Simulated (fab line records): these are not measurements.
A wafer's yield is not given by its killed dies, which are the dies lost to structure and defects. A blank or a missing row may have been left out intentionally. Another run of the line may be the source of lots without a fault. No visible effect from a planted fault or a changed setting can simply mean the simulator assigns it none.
The same fault as seen by 2 desks | flow berkeleyCmos170 | every desk sees just its own numbers, and what lay behind them comes last

TOOL OWNER'S DESK, plasmaAsher-02
The tool's own readings at UCB170_V2_STRIP_15 (strips in O2): means of the sampled wafers that have a number, for each lot that ran on this tool. The brackets show how far a lot's mean lies from the usual mean; more than 4 standard deviations puts the lot out of limits, marked OUT.
Columns: A = chamberPressureMTorr at UCB170_V2_STRIP_15, usual 3500 mTorr; B = drypumpMotorCurrentA at UCB170_V2_STRIP_15, usual 6.1 A; C = o2FlowSccm at UCB170_V2_STRIP_15, usual 400.3 sccm; D = oesProductAu at UCB170_V2_STRIP_15, usual 0.722 a.u.; E = stripTimeToEndpointS at UCB170_V2_STRIP_15, usual 15.36 s
lot  | first seen here | A    | B   | C                       | D               | E
L400 | day 9 01:40     | 3499 | 6.3 | 400.9                   | 0.722           | 15.37
L403 | day 9 10:58     | 3503 | 6.2 | 400.0                   | 0.724           | 15.45
L401 | day 9 11:39     | 3499 | 6.3 | 400.0                   | 0.720           | 15.45
L402 | day 9 13:29     | 3498 | 6.3 | 200.8 (-99 or more) OUT | 0.663 (-13) OUT | 17.31 (+23) OUT
L405 | day 10 05:28    | 3499 | 6.0 | 199.5 (-99 or more) OUT | 0.662 (-13) OUT | 17.32 (+23) OUT
L419 | day 14 06:26    | 3499 | 6.0 | 400.3                   | 0.723           | 15.31
This desk's verdict: out of limits on L402, L405, starting with L402 at day 9 13:29 (o2FlowSccm at UCB170_V2_STRIP_15). L400, L403, L401, L419: within limits.

AT THE METROLOGY DESK
What the gauges read for every lot (on any tool): the sampled wafers with a number, averaged. The brackets show how far a lot's mean lies from the usual mean; more than 4 standard deviations puts the lot out of limits, marked OUT.
Columns: A = cdNm at UCB170_M1_CD_MEAS_09, usual 700.1 nm
lot  | first seen here | A
L399 | day 8 06:13     | 699.5
L400 | day 8 16:25     | 699.8
L403 | day 9 00:00     | 698.2
L401 | day 9 00:07     | 700.8
L402 | day 9 01:52     | 700.1
L406 | day 9 16:11     | 701.7
L405 | day 9 20:21     | 701.0
L415 | day 11 13:02    | 699.4
L413 | day 11 14:56    | 699.9
L416 | day 13 03:30    | 700.7
L417 | day 13 03:43    | 698.8
L418 | day 13 13:35    | 697.9
L419 | day 13 13:54    | 699.1
L420 | day 13 20:18    | 701.0
This desk's finding: nothing out of limits on any of the 14 lots.

PUT TOGETHER
The tool owner's desk had the chance to raise an alarm at day 9 13:29 on L402, L405.
The metrology desk saw nothing out of limits.
The metrology desk holds a record of L402, L405, inside its limits.
On plasmaAsher-02, each named lot ran UCB170_V2_STRIP_15.

WHAT HAD BEEN PUT IN BY THE SIMULATOR
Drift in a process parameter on plasmaAsher-02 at UCB170_V2_STRIP_15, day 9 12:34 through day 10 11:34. The setting o2FlowSccm was moved by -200, starting from 400. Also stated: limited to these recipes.
Lots struck among those shown: L402, L405.
How many hours passed from the start of the fault until each desk's first out-of-limits reading: the tool owner's desk, 1.
